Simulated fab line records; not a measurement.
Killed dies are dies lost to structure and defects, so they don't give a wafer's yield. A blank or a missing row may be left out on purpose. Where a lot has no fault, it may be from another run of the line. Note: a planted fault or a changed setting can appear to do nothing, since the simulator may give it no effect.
fab line records ; flow rit_cmos
[record] lots = 6; wafers = 18; last_day = 7
route steps=202 shown ACTIVE@1 FOX1@20 FOX2@23 M1@202
lots that met no fault: from a run of the same line without faults
start_h: hours from the record's opening day to when the first of the lot's shown wafers began ; wait_h: how many hours have passed since the lot's step before this one ; " unchanged from the row above ; L1.1+2: a row that stands for several wafers ; - either no value or no given start ; * or withheld: withheld ; < > ~ a bound
route shown NAME@n: names a module that has steps shown in the file, with the first one's number in the route ; usual: average and standard deviation across the fault-free wafers ; same: alike in all rows ; chamber/n: place in a boat ; sites: per-site readings ; _std_site: the standard deviation of these ; _edge_site: outer sites' mean less inner sites' ; radius_mm: for every site, how far away it sits from the centre of the wafer ; mask NAME#n: copy n ; behind: the tool/chamber that last shaped the wafer ; hold: cause of the lot's hold/its duration in hours/its outcome ; device: which transistor (n, p or np) failed to switch ; end of line: the route-end tests of the same wafers ; where a step has no rows: the recipe by itself ; killed: count of dies lost to structure and defects at first sort (not the wafer's yield) ; map: dies across one wafer; x = killed, . = not, _ = none there
set.NAME: setting as actually run; set.NAME@STEP: the setting as run at that earlier step ; model.NAME: the simulator's own value behind a step, which no gauge read
lots seen at some steps along the route; tables by step, rows by wafer
services: when a tool's chamber went out of use (start_h, in hours from the record's first day, below 0 if earlier), for how many hours, and the reason
[[steps]]
[step RIT_ACTIVE_BOW_MEAS_00]
[recipe] mode = bow
[usual] INCOMING_BOW = 0/7
lot.wafer;tool;chamber;start_h;wait_h;INCOMING_BOW[um]
L732.1;film_metro-02;-;20.00;-;1
L732.2;film_metro-02;-;20.00;-;-6
L732.4;film_metro-02;-;20.00;-;3
L734.3;film_metro-03;-;30.04;-;5
L734.5;film_metro-03;-;30.04;-;13
L734.6;film_metro-03;-;30.04;-;1
L740.1;film_metro-01;-;60.00;-;-7
L740.5;film_metro-01;-;60.00;-;2
L740.6;film_metro-01;-;60.00;-;-7
L746.1;film_metro-03;-;90.00;-;4
L746.2;film_metro-03;-;90.00;-;0
L746.4;film_metro-03;-;90.00;-;-13
L747.1;film_metro-03;-;95.00;-;-2
L747.3;film_metro-03;-;95.00;-;2
L747.4;film_metro-03;-;95.00;-;3
L753.1;film_metro-03;-;125.00;-;4
L753.3;film_metro-03;-;125.00;-;-5
L753.4;film_metro-03;-;125.00;-;8
[step RIT_ACTIVE_OXIDATION_01]
[recipe] temp_c = 1000; ambient = O2; target_thk_a = 468; ox_time_s = 3360
[usual] spike_tc_load_C = 1026/4
lot.wafer;tool;chamber;start_h;wait_h;spike_tc_load_C;model.SiO2_of_ACTIVE_OXIDATION_01.thk_nm
L732.1;furnace-04;0;20.12;0.1;1021;45.91
L732.2;furnace-04;0;20.12;0.1;1023;45.52
L732.4;furnace-04;0;20.12;0.1;1021;45.06
L734.3;furnace-04;0;30.12;0.1;1022;46.94
L734.5;furnace-04;0;30.12;0.1;1022;46.96
L734.6;furnace-04;0;30.12;0.1;1023;47.66
L740.1;furnace-01;0;61.41;1.4;1027;47.36
L740.5;furnace-01;0;61.41;1.4;1027;48.07
L740.6;furnace-01;0;61.41;1.4;1028;46.93
L746.1;furnace-04;0;91.48;1.5;1022;39.65
L746.2;furnace-04;0;91.48;1.5;1023;38.57
L746.4;furnace-04;0;91.48;1.5;1023;38.07
L747.1;furnace-04;0;95.90;0.9;1022;45.62
L747.3;furnace-04;0;95.90;0.9;1023;44.36
L747.4;furnace-04;0;95.90;0.9;1023;42.45
L753.1;furnace-03;0;125.69;0.7;1033;46.46
L753.3;furnace-03;0;125.69;0.7;1032;46.99
L753.4;furnace-03;0;125.69;0.7;1031;46.71
[step RIT_ACTIVE_THK_MEAS_02]
[recipe] reads = SiO2_of_ACTIVE_OXIDATION_01
[usual] ACTIVE_OXIDE_THK = 46.6/0.76
lot.wafer;tool;chamber;start_h;wait_h;ACTIVE_OXIDE_THK[nm]
L732.1;film_metro-02;-;22.05;0.0;45.9
L732.2;film_metro-02;-;22.05;0.0;45.5
L732.4;film_metro-02;-;22.05;0.0;45.1
L734.3;film_metro-03;-;32.07;0.0;46.9
L734.5;film_metro-03;-;32.07;0.0;46.9
L734.6;film_metro-03;-;32.07;0.0;47.7
L740.1;film_metro-02;-;63.34;0.0;47.4
L740.5;film_metro-02;-;63.34;0.0;48.0
L740.6;film_metro-02;-;63.34;0.0;46.9
L746.1;film_metro-03;-;93.41;0.0;39.7
L746.2;film_metro-03;-;93.41;0.0;38.6
L746.4;film_metro-03;-;93.41;0.0;38.1
L747.1;film_metro-03;-;97.84;0.0;45.6
L747.3;film_metro-03;-;97.84;0.0;44.4
L747.4;film_metro-03;-;97.84;0.0;42.5
L753.1;film_metro-01;-;127.62;0.0;46.5
L753.3;film_metro-01;-;127.62;0.0;47.0
L753.4;film_metro-01;-;127.62;0.0;46.7
[step RIT_ACTIVE_CVD_03]
[recipe] material = Si3N4; target_thk_nm = 150; temp_c = 810; precursor = SiH2Cl2/NH3; time_s = 1500; pressure_mtorr = 300; sih2cl2_flow_sccm = 60; nh3_flow_sccm = 150
[step RIT_ACTIVE_THK_MEAS_04]
[recipe] reads = Si3N4_of_ACTIVE_CVD_03
[usual] ACTIVE_NITRIDE_THK = 149.9/1.5
lot.wafer;tool;chamber;start_h;wait_h;ACTIVE_NITRIDE_THK[nm]
L732.1;film_metro-01;-;23.53;0.0;151.0
L732.2;film_metro-01;-;23.53;0.0;151.1
L732.4;film_metro-01;-;23.53;0.0;151.6
L734.3;film_metro-03;-;33.55;0.0;149.3
L734.5;film_metro-03;-;33.55;0.0;150.0
L734.6;film_metro-03;-;33.55;0.0;150.4
L740.1;film_metro-02;-;64.82;0.0;148.8
L740.5;film_metro-02;-;64.82;0.0;148.8
L740.6;film_metro-02;-;64.82;0.0;148.3
L746.1;film_metro-03;-;95.59;0.0;149.8
L746.2;film_metro-03;-;95.59;0.0;151.7
L746.4;film_metro-03;-;95.59;0.0;150.9
L747.1;film_metro-03;-;100.02;0.0;149.4
L747.3;film_metro-03;-;100.02;0.0;148.8
L747.4;film_metro-03;-;100.02;0.0;148.5
L753.1;film_metro-03;-;129.81;0.0;148.0
L753.3;film_metro-03;-;129.81;0.0;148.7
L753.4;film_metro-03;-;129.81;0.0;149.2
[step RIT_ACTIVE_HMDS_05]
[recipe] prime_time_s = 60; prime_temp_c = 140
[step RIT_ACTIVE_COAT_06]
[recipe] resist = NOVOLAK; spin_rpm = 3250; resist_thk_nm = 1000
[step RIT_ACTIVE_SOFTBAKE_07]
[recipe] resist = NOVOLAK; temp_c = 90; time_s = 60
[step RIT_ACTIVE_EXPOSE_08]
[recipe] mask_id = M1; na = 0.6; source_shape = conventional; sigma_outer = 0.6; target_cd_nm = 1400; dose_mj = 225
[step RIT_ACTIVE_PEB_09]
[recipe] resist = NOVOLAK; temp_c = withheld; time_s = withheld
[step RIT_ACTIVE_DEVELOP_10]
[recipe] resist = NOVOLAK; develop_time_s = 50; dev_temp_c = 23
[step RIT_ACTIVE_CD_MEAS_11]
[recipe] target_cd_nm = 1400
[usual] cd_nm = 1401.2/2.2
lot.wafer;tool;chamber;start_h;wait_h;cd_nm
L732.1;cd_sem-01;-;24.65;-;1401.1
L732.2;cd_sem-01;-;24.65;-;1402.7
L732.4;cd_sem-01;-;24.65;-;1402.9
L734.3;cd_sem-02;-;34.48;-;1399.9
L734.5;cd_sem-02;-;34.48;-;1400.3
L734.6;cd_sem-02;-;34.48;-;1398.7
L740.1;cd_sem-02;-;65.73;-;1400.3
L740.5;cd_sem-02;-;65.73;-;1401.6
L740.6;cd_sem-02;-;65.73;-;1399.0
L746.1;cd_sem-01;-;96.63;-;1398.5
L746.2;cd_sem-01;-;96.63;-;1400.1
L746.4;cd_sem-01;-;96.63;-;1397.4
L747.1;cd_sem-02;-;100.93;-;1402.4
L747.3;cd_sem-02;-;100.93;-;1403.7
L747.4;cd_sem-02;-;100.93;-;1403.8
L753.1;cd_sem-01;-;130.74;-;1404.1
L753.3;cd_sem-01;-;130.74;-;1404.5
L753.4;cd_sem-01;-;130.74;-;1403.3
[step RIT_ACTIVE_HARDBAKE_12]
[recipe] resist = NOVOLAK; temp_c = 140; time_s = 60
[step RIT_ACTIVE_ETCH_13]
[recipe] stop_on = SiO2; chemistry = SF6; target = Si3N4; time_s = 210; over_etch_frac = 0.4; SF6_flow_sccm = 200; pressure_mtorr = 260; rf_w = 125; target_depth_a = 2100
[usual] drypump_motor_current_A = 5.6/0.55; oes_product_au = 0.823/0.014; throttle_valve_pct = 7.46/0.11
lot.wafer;tool;chamber;start_h;wait_h;drypump_motor_current_A;oes_product_au;rf_hours_counter_h;throttle_valve_pct
L732.1;rie_diel-01;3;25.02;0.1;5.3;0.806;4;7.65
L732.2;rie_diel-01;0;25.02;0.1;6.3;0.847;85;7.43
L732.4;rie_diel-01;1;25.02;0.1;6.6;0.823;4;7.52
L734.3;rie_diel-04;3;34.71;0.1;5.9;0.826;35;7.49
L734.5;rie_diel-04;2;34.71;0.1;6.5;0.823;-;7.46
L734.6;rie_diel-04;1;34.71;0.1;4.8;0.821;-;7.38
L740.1;rie_diel-04;3;66.00;0.1;5.9;0.830;36;7.52
L740.5;rie_diel-04;3;66.00;0.1;5.9;0.820;-;7.49
L740.6;rie_diel-04;0;66.00;0.1;5.7;0.800;-;7.51
L746.1;rie_diel-01;2;96.90;0.1;5.3;0.820;132;7.29
L746.2;rie_diel-01;1;96.90;0.1;6.6;0.817;4;7.54
L746.4;rie_diel-01;3;96.90;0.1;5.3;0.809;5;7.65
L747.1;rie_diel-01;3;101.20;0.1;5.3;0.812;5;7.62
L747.3;rie_diel-01;1;101.20;0.1;6.6;0.816;4;7.55
L747.4;rie_diel-01;0;101.20;0.1;6.3;0.836;86;7.42
L753.1;rie_diel-04;2;131.01;0.1;6.5;0.809;1;7.44
L753.3;rie_diel-04;1;131.01;0.1;4.8;0.825;135;7.36
L753.4;rie_diel-04;3;131.01;0.1;5.9;0.823;37;7.51
[step RIT_ACTIVE_STRIP_14]
[recipe] chemistry = O2; time_s = 180; resist = NOVOLAK; platen_temp_c = withheld; power_w = 500; pressure_mtorr = 4000; o2_flow_sccm = 4000
[usual] drypump_motor_current_A = 5.5/0.57
lot.wafer;tool;chamber;start_h;wait_h;drypump_motor_current_A;rf_hours_counter_h
L732.1;plasma_asher-03;1;25.15;0.1;5.4;42
L732.2;plasma_asher-03;0;25.15;0.1;5.8;42
L732.4;plasma_asher-03;1;25.15;0.1;5.4;-
L734.3;plasma_asher-03;1;34.90;0.1;5.4;-
L734.5;plasma_asher-03;0;34.90;0.1;5.8;-
L734.6;plasma_asher-03;1;34.90;0.1;5.4;-
L740.1;plasma_asher-02;0;66.13;0.1;6.5;23
L740.5;plasma_asher-02;0;66.13;0.1;6.5;-
L740.6;plasma_asher-02;1;66.13;0.1;5.0;-
L746.1;plasma_asher-01;1;97.03;0.1;4.7;37
L746.2;plasma_asher-01;0;97.03;0.1;5.2;37
L746.4;plasma_asher-01;1;97.03;0.1;4.7;-
L747.1;plasma_asher-01;0;101.34;0.1;5.3;38
L747.3;plasma_asher-01;1;101.34;0.1;4.7;-
L747.4;plasma_asher-01;0;101.34;0.1;5.3;-
L753.1;plasma_asher-02;0;131.14;0.1;6.5;31
L753.3;plasma_asher-02;0;131.14;0.1;6.5;-
L753.4;plasma_asher-02;1;131.14;0.1;4.9;-
[step RIT_ACTIVE_CD_MEAS_90]
[recipe] target_cd_nm = 1400
[usual] cd_nm = 1401.2/2.2
lot.wafer;tool;chamber;start_h;wait_h;cd_nm
L732.1;cd_sem-02;-;25.33;0.1;1401.5
L732.2;cd_sem-02;-;25.33;0.1;1403.1
L732.4;cd_sem-02;-;25.33;0.1;1402.6
L734.3;cd_sem-01;-;35.06;0.1;1399.5
L734.5;cd_sem-01;-;35.06;0.1;1400.1
L734.6;cd_sem-01;-;35.06;0.1;1398.3
L740.1;cd_sem-02;-;66.30;0.1;1400.4
L740.5;cd_sem-02;-;66.30;0.1;1401.4
L740.6;cd_sem-02;-;66.30;0.1;1398.6
L746.1;cd_sem-02;-;97.21;0.1;1398.6
L746.2;cd_sem-02;-;97.21;0.1;1400.8
L746.4;cd_sem-02;-;97.21;0.1;1397.4
L747.1;cd_sem-01;-;101.51;0.1;1402.7
L747.3;cd_sem-01;-;101.51;0.1;1403.7
L747.4;cd_sem-01;-;101.51;0.1;1404.2
L753.1;cd_sem-02;-;131.31;0.1;1404.1
L753.3;cd_sem-02;-;131.31;0.1;1404.6
L753.4;cd_sem-02;-;131.31;0.1;1403.2
[step RIT_ACTIVE_CLEAN_15]
[recipe] chemistry = SC1; mix = 3:3:50; time_s = 600; temp_c = 75
[step RIT_ACTIVE_CLEAN_16]
[recipe] chemistry = dHF; dilution = 50:1; time_s = 30
[step RIT_ACTIVE_CLEAN_17]
[recipe] chemistry = SC2; mix = 3:3:50; time_s = 600; temp_c = 75; dry = n2_spin
[step RIT_FOX1_OXIDATION_00]
[recipe] temp_c = 1100; ambient = H2O; target_thk_a = 3507; p_h2o_torr = 720; ox_time_s = 1130
[step RIT_FOX1_THK_MEAS_01]
[recipe] reads = SiO2_of_FOX1_OXIDATION_00
[usual] FOX1_OXIDE_THK = 353/6.8
lot.wafer;tool;chamber;start_h;wait_h;FOX1_OXIDE_THK[nm]
L732.1;film_metro-02;-;28.37;0.0;347
L732.2;film_metro-02;-;28.37;0.0;356
L732.4;film_metro-02;-;28.37;0.0;351
L734.3;film_metro-04;-;38.77;0.0;363
L734.5;film_metro-04;-;38.77;0.0;360
L734.6;film_metro-04;-;38.77;0.0;357
L740.1;film_metro-02;-;68.37;0.0;345
L740.5;film_metro-02;-;68.37;0.0;345
L740.6;film_metro-02;-;68.37;0.0;349
L746.1;film_metro-03;-;99.59;0.0;356
L746.2;film_metro-03;-;99.59;0.0;368
L746.4;film_metro-03;-;99.59;0.0;361
L747.1;film_metro-04;-;103.31;0.0;349
L747.3;film_metro-04;-;103.31;0.0;356
L747.4;film_metro-04;-;103.31;0.0;358
L753.1;film_metro-02;-;133.12;0.0;351
L753.3;film_metro-02;-;133.12;0.0;345
L753.4;film_metro-02;-;133.12;0.0;342
[step RIT_FOX1_WET_ETCH_02]
[recipe] chemistry = BOE; target_depth_nm = 350; time_s = 390; temp_c = 21.5; dry = n2_spin; dilution = 10:1; target = SiO2
[step RIT_FOX2_OXIDATION_00]
[recipe] temp_c = 1100; ambient = H2O; target_thk_a = 3507; p_h2o_torr = 720; ox_time_s = 1130
[step RIT_FOX2_THK_MEAS_01]
[recipe] reads = SiO2_of_FOX2_OXIDATION_00
[usual] FOX2_OXIDE_THK = 351/6.5
lot.wafer;tool;chamber;start_h;wait_h;FOX2_OXIDE_THK[nm]
L732.1;film_metro-01;-;29.87;0.0;358
L732.2;film_metro-01;-;29.87;0.0;360
L732.4;film_metro-01;-;29.87;0.0;360
L734.3;film_metro-04;-;40.27;0.0;346
L734.5;film_metro-04;-;40.27;0.0;347
L734.6;film_metro-04;-;40.27;0.0;347
L740.1;film_metro-01;-;72.18;0.0;354
L740.5;film_metro-01;-;72.18;0.0;349
L740.6;film_metro-01;-;72.18;0.0;352
L746.1;film_metro-04;-;101.15;0.0;364
L746.2;film_metro-04;-;101.15;0.0;362
L746.4;film_metro-04;-;101.15;0.0;364
L747.1;film_metro-03;-;104.80;0.0;350
L747.3;film_metro-03;-;104.80;0.0;346
L747.4;film_metro-03;-;104.80;0.0;350
L753.1;film_metro-04;-;134.61;0.0;342
L753.3;film_metro-04;-;134.61;0.0;340
L753.4;film_metro-04;-;134.61;0.0;335
[step RIT_FOX2_CLEAN_02]
[recipe] chemistry = dHF; dilution = 50:1; time_s = 180
[step RIT_FOX2_WET_ETCH_03]
[recipe] chemistry = H3PO4; target = Si3N4; target_depth_nm = 195; temp_c = 165; time_s = 2700
[usual] temp_c = 164.98/0.18
lot.wafer;tool;chamber;start_h;wait_h;temp_c;model.SiO2_of_ACTIVE_OXIDATION_01.thk_nm
L732.1;wet_bench-01;2;30.00;0.0;164.95;39.37
L732.2;wet_bench-01;2;30.00;0.0;165.00;40.59
L732.4;wet_bench-01;2;30.00;0.0;165.18;39.45
L734.3;wet_bench-02;1;40.37;0.0;164.93;40.51
L734.5;wet_bench-02;1;40.37;0.0;164.86;38.96
L734.6;wet_bench-02;1;40.37;0.0;164.86;41.44
L740.1;wet_bench-02;2;72.30;0.0;164.72;41.27
L740.5;wet_bench-02;2;72.30;0.0;164.75;41.88
L740.6;wet_bench-02;2;72.30;0.0;164.72;42.03
L746.1;wet_bench-01;2;101.27;0.0;164.89;35.29
L746.2;wet_bench-01;2;101.27;0.0;164.89;33.63
L746.4;wet_bench-01;2;101.27;0.0;165.05;32.34
L747.1;wet_bench-04;1;104.92;0.0;164.65;39.03
L747.3;wet_bench-04;1;104.92;0.0;164.70;38.77
L747.4;wet_bench-04;1;104.92;0.0;164.99;37.8
L753.1;wet_bench-04;0;134.72;0.0;165.32;38.72
L753.3;wet_bench-04;0;134.72;0.0;165.30;41.03
L753.4;wet_bench-04;0;134.72;0.0;165.27;40.52
[step RIT_FOX2_THK_MEAS_90]
[recipe] reads = SiO2_of_FOX2_OXIDATION_00
[usual] FIELD_OXIDE_LEFT_1_THK = 324/6.5
lot.wafer;tool;chamber;start_h;wait_h;FIELD_OXIDE_LEFT_1_THK[nm]
L732.1;film_metro-04;-;30.82;0.0;330
L732.2;film_metro-04;-;30.82;0.0;333
L732.4;film_metro-04;-;30.82;0.0;333
L734.3;film_metro-04;-;41.22;0.0;319
L734.5;film_metro-04;-;41.22;0.0;319
L734.6;film_metro-04;-;41.22;0.0;319
L740.1;film_metro-03;-;73.06;0.0;327
L740.5;film_metro-03;-;73.06;0.0;322
L740.6;film_metro-03;-;73.06;0.0;325
L746.1;film_metro-01;-;102.10;0.0;337
L746.2;film_metro-01;-;102.10;0.0;335
L746.4;film_metro-01;-;102.10;0.0;337
L747.1;film_metro-04;-;105.68;0.0;323
L747.3;film_metro-04;-;105.68;0.0;319
L747.4;film_metro-04;-;105.68;0.0;323
L753.1;film_metro-01;-;135.48;0.0;315
L753.3;film_metro-01;-;135.48;0.0;314
L753.4;film_metro-01;-;135.48;0.0;308
[step RIT_M1_PROBE_99]
[usual] killed_at_contacts = 0.0/0.22; killed_at_front_end = 6.6/3; killed_dies = 6.6/3; killed_open = 3.4/2; killed_short = 3.2/2
[same] gross_dies = 264; killed_at_M0_to_M3 = 0; killed_at_M4_up = 0; killed_at_back_side = 0; killed_at_other = 0
lot.wafer;tool;chamber;start_h;wait_h;killed_at_contacts;killed_at_front_end;killed_dies;killed_open;killed_short;model.etest.pldd.width_nm;model.etest.nldd.width_nm;model.etest.pplus_sal.width_nm;model.etest.nplus_sal.width_nm;model.etest.nmos_narrow.drive_ua_um;model.etest.pmos_narrow.drive_ua_um
L734.3;prober-01;-;83.30;0.2;0;11;11;7;4;3151;3166;3421;3432;219.8;99.59
L734.5;prober-01;-;83.40;0.2;0;6;6;3;3;3175;3170;3442;3452;221.1;101
L734.6;prober-01;-;83.45;0.2;0;8;8;3;5;3159;3151;3448;3433;216.1;99.28
L740.1;prober-01;-;114.81;0.1;0;7;7;1;6;3179;3200;3438;3440;220.5;101.1
L740.5;prober-01;-;115.01;0.2;0;6;6;4;2;3174;3177;3448;3444;217;100.4
L740.6;prober-01;-;115.06;0.2;0;4;4;3;1;3178;3178;3447;3453;214.2;96.75
L746.1;prober-02;-;142.02;0.1;0;5;5;2;3;3215;3222;3491;3474;238.4;104.6
L746.2;prober-02;-;142.07;0.1;0;4;4;3;1;3223;3215;3482;3487;235.3;104.3
L746.4;prober-02;-;142.17;0.2;0;11;11;5;6;3227;3226;3488;3481;243.1;105.5
L747.1;prober-01;-;144.57;0.1;0;6;6;3;3;3190;3182;3447;3445;228.6;100.4
L747.3;prober-01;-;144.67;0.2;0;5;5;4;1;3191;3189;3460;3446;232;101.6
L747.4;prober-01;-;144.72;0.2;0;6;6;5;1;3216;3212;3461;3448;237.8;104.5
// killed by level:class
L734.3 FOX2:geometric_particle:open=2 FOX2:geometric_particle:short=2 REOX:geometric_particle:open=2 ACTIVE:geometric_particle:open=1 GATE:geometric_particle:open=1 GATE:geometric_particle:short=1 SPACER:geometric_particle:open=1 SILICIDE:geometric_particle:short=1
L734.5 SPACER:geometric_particle:open=2 REOX:geometric_particle:short=1 SPACER:geometric_particle:short=1 SILICIDE:geometric_particle:short=1 SILICIDE:geometric_particle:open=1
L734.6 SILICIDE:geometric_particle:short=2 FOX1:geometric_particle:open=1 FOX2:geometric_particle:short=1 GATE:geometric_particle:short=1 GATE:geometric_particle:open=1 REOX:geometric_particle:short=1 REOX:geometric_particle:open=1
L740.1 FOX1:geometric_particle:short=2 FOX2:geometric_particle:short=2 FOX1:geometric_particle:open=1 GATE:geometric_particle:short=1 REOX:geometric_particle:short=1
L740.5 GATE:geometric_particle:open=4 FOX2:geometric_particle:short=1 REOX:geometric_particle:short=1
L740.6 FOX1:geometric_particle:open=1 GATE:geometric_particle:open=1 GATE:geometric_particle:short=1 SPACER:geometric_particle:open=1
L746.1 GATE:geometric_particle:short=1 GATE:geometric_particle:open=1 REOX:geometric_particle:short=1 SPACER:geometric_particle:open=1 SILICIDE:geometric_particle:short=1
L746.2 SPACER:geometric_particle:open=3 GATE:geometric_particle:short=1
L746.4 FOX2:geometric_particle:short=3 FOX1:geometric_particle:open=1 FOX2:geometric_particle:open=1 GATE:geometric_particle:open=1 GATE:geometric_particle:short=1 REOX:geometric_particle:short=1 REOX:geometric_particle:open=1 SILICIDE:geometric_particle:open=1
L747.1 REOX:geometric_particle:open=2 FOX1:geometric_particle:open=1 FOX2:geometric_particle:short=1 GATE:geometric_particle:short=1 REOX:geometric_particle:short=1
L747.3 REOX:geometric_particle:open=2 FOX1:geometric_particle:open=1 GATE:geometric_particle:open=1 REOX:geometric_particle:short=1
L747.4 FOX1:geometric_particle:open=2 FOX1:geometric_particle:short=1 GATE:geometric_particle:open=1 REOX:geometric_particle:open=1 SPACER:geometric_particle:open=1
[[services]]
tool;chamber;start_h;hours;kind
plasma_asher-01;-;-0.74;46.7;repair
plasma_asher-01;-;0.47;1.5;repair
plasma_asher-01;-;3.49;14.3;repair
rie_diel-04;2;8.36;-;clean
rie_diel-04;2;8.36;23.7;scheduled_down
rie_diel-04;2;8.36;23.7;vent_cycle
furnace-01;-;25.08;3.3;pm
plasma_asher-03;-;27.69;0.9;repair
rie_diel-01;-;33.88;0.5;repair
rie_diel-01;1;35.75;48.8;repair
plasma_asher-01;-;38.42;0.3;repair
furnace-04;-;40.93;3.0;pm
rie_diel-04;1;54.60;8.1;repair
furnace-01;-;56.75;3.3;pm
rie_diel-04;2;71.74;8.0;repair
rie_diel-04;2;81.53;3.8;repair
rie_diel-04;2;94.22;3.2;repair
wet_bench-01;-;96.57;1.0;repair
plasma_asher-01;-;108.75;9.0;pm
plasma_asher-01;0;108.75;9.0;vent_cycle
plasma_asher-01;1;108.75;9.0;vent_cycle
plasma_asher-01;0;117.75;-;clean
plasma_asher-01;1;117.75;-;clean
rie_diel-01;2;123.10;3.8;repair
[[key]]
[first_sign] step = RIT_ACTIVE_THK_MEAS_02; reading = ACTIVE_OXIDE_THK; direction = down; sigmas = 6.8; usual = 46.6; struck = 41.5; wafers_moved = 5
effect none on later readings
[model_effect] step = RIT_ACTIVE_OXIDATION_01; value = SiO2_of_ACTIVE_OXIDATION_01.thk_nm; without = 46.97; struck = 41.45
[model_effect] step = RIT_FOX2_WET_ETCH_03; value = SiO2_of_ACTIVE_OXIDATION_01.thk_nm; without = 41.05; struck = 36.14
[model_effect] step = RIT_M1_PROBE_99; value = etest.pldd.width_nm; without = 3155; struck = 3210
met_at RIT_ACTIVE_OXIDATION_01
struck_wafers L746.1,L746.2,L746.4,L747.1,L747.3,L747.4
tester_left_out L746,L747
onset_between 30.12 91.48
[fault] kind = process_parameter_drift; tool = furnace-04; chamber = -; onset_h = 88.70; steps = RIT_ACTIVE_OXIDATION_01; channel = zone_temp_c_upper; offset = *; shape = step; end_h = 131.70
// tester_left_out: of these lots the tester's yield and bins aren't shown, on N5 and GAA mostly nor the transistor test; their killed dies are dies lost to structure and defects alone, not to doping, threshold or leakage, so they don't give the yield
